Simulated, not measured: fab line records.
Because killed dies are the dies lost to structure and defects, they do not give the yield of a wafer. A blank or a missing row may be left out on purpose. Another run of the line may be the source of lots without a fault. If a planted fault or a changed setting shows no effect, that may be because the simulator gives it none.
Which tool is to blame? -- flow ritCmos -- route of 202 steps, sampled at 1 step: 7 lots, 21 wafers

WHAT THE GAUGES SHOWED, per wafer
RIT_NWELL_OVL_MEAS_06.
lot,measured,on,NWELL_OVL (nm)
L591,day 2 03:28,overlay-02,0.5 1.8 1.0
L594,day 2 17:02,overlay-02,0.6 1.4 2.5
L597,day 3 11:28,overlay-01,-1.7 -1.8 -1.6
L599,day 3 22:05,overlay-01,0.8 1.6 1.5
L601,day 4 04:58,overlay-02,-1.2 -1.3 -0.1
L607,day 5 12:19,overlay-01,1.5 2.3 2.8
L613,day 6 17:23,overlay-01,-0.2 0.2 -1.4

EACH LOT AND THE TOOL THAT RAN IT (in order: tool; ch and the chambers of the sampled wafers; start)
The record holds no process step before these readings.

THE ANSWER, worked out from the rows above alone
Rule: usual is defined by the lots themselves. The widest of any qualifying gaps counts: lots, ordered by their means at a reading, are off when they make up no more than a third of the lots, leave a main group of 4 or more, and stand apart from it by 3 or more times the standard deviation of that group's means. Not used: any main group whose means are identical at the precision the tables above print for the reading. Also off: a lot with no number at a reading for which 4 or more lots have one. Where the step has rows for the other lots, those lots are counted as sound.
Across all readings shown, no lot is off: no conclusion can be drawn from this.

WHAT THE SIMULATOR PUT IN
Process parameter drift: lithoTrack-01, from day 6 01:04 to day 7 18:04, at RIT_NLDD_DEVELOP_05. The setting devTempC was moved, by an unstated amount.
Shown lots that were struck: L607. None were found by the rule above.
